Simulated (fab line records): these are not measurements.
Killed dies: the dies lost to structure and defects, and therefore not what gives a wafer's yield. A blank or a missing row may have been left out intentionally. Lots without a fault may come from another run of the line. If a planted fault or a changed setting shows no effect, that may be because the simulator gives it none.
A lot that was struck, set against a sound lot    flow rit cmos    15 steps out of a route of 202
Sound: wafers L674.1, L674.4, L674.5. Wafers L679.1, L679.4, L679.6 were the ones struck. At the end, the cause is stated.
Order at every step that has rows: each side's tool, ch and its chambers, its first start. Under that, the readings that differ: sound wafers    struck wafers    difference of the means    sigmas: that difference in standard deviations of wafers without a fault.
alike: readings whose means differ by less than 2 such deviations, and words and numbers that are the same on both sides. not compared: withheld readings, readings that some wafer has no value for, bounds like >300 that may hide the same value, and numbers for which the record gives no deviation and whose values overlap.
A row with sigmas, a row that says differs or no value, or rows on one side alone: a step with any of these is where the two part. Numbers that don't overlap but have no deviation are shown without sigmas and don't part them. Lack of a reading on every wafer of one side parts them only where that side has two or more wafers.

first, 1 step without rows for these wafers: RIT_NLDD_IMPLANT_08.
RIT_NLDD_STRIP_09: strips in O2, time 180 s.
  sound on plasma asher-03 ch 0,1, day 4 17:34; struck on plasma asher-02 ch 0,1, day 5 20:53
  alike: chamber pressure mTorr, drypump motor current A
  not compared: rf hours counter h
RIT_NLDD_TW_MEAS_10:
  sound on film metro-01 at day 4 17:44; struck on film metro-03 at day 5 21:04
  alike: NLDD_TW
then, 6 steps without rows for these wafers: RIT_PLDD_HMDS_00 (prime time 60 s); RIT_PLDD_COAT_01 (resist thk 1000 nm); RIT_PLDD_SOFTBAKE_02 (time 60 s); RIT_PLDD_EXPOSE_03 (exposes mask M8, target cd 40900 nm); RIT_PLDD_PEB_04; RIT_PLDD_DEVELOP_05 (develop time 50 s).
RIT_PLDD_OVL_MEAS_06:
  sound on overlay-01 at day 4 18:54; struck on overlay-01 at day 5 22:11
reading        sound           struck       difference  sigmas
PLDD_OVL (nm)  -1.2 -1.4 -1.1  3.1 1.0 2.2  +3.3        +2
then, 2 steps without rows for these wafers: RIT_PLDD_HARDBAKE_07 (time 60 s); RIT_PLDD_IMPLANT_08.
RIT_PLDD_STRIP_09: strips in O2, time 180 s.
  sound on plasma asher-02 ch 0,1, day 4 19:14; struck on plasma asher-01 ch 0,1, day 5 22:31
  no value came back on the struck wafers for chamber pressure mTorr (mTorr), drypump motor current A (A); on the sound wafers chamber pressure mTorr (mTorr) reads 3994 4001 3998
reading                                    sound  struck             difference  sigmas
model.NOVOLAK_of_PLDD_COAT_01.thk nm (nm)  0 0 0  883.9 886.3 886.1  +885.4      
  not compared: rf hours counter h
RIT_PLDD_TW_MEAS_10:
  sound on film metro-02 at day 4 19:25; struck on film metro-03 at day 5 22:41
  alike: PLDD_TW
RIT_M1_PROBE_99:
  sound on prober-01 at day 5 10:58; struck on prober-02 at day 6 11:58
reading              sound   struck       difference  sigmas
killed at front end  4 7 12  264 264 264  +256        +88
killed dies          4 7 13  264 264 264  +256        +88
killed on rim        0 2 3   70 70 70     +68         +49
  alike: killed at contacts, killed open, killed short

## WHERE THEY PART
Earliest at RIT_PLDD_OVL_MEAS_06; latest, in this record, at RIT_M1_PROBE_99.

WHY: whatever the simulator had introduced
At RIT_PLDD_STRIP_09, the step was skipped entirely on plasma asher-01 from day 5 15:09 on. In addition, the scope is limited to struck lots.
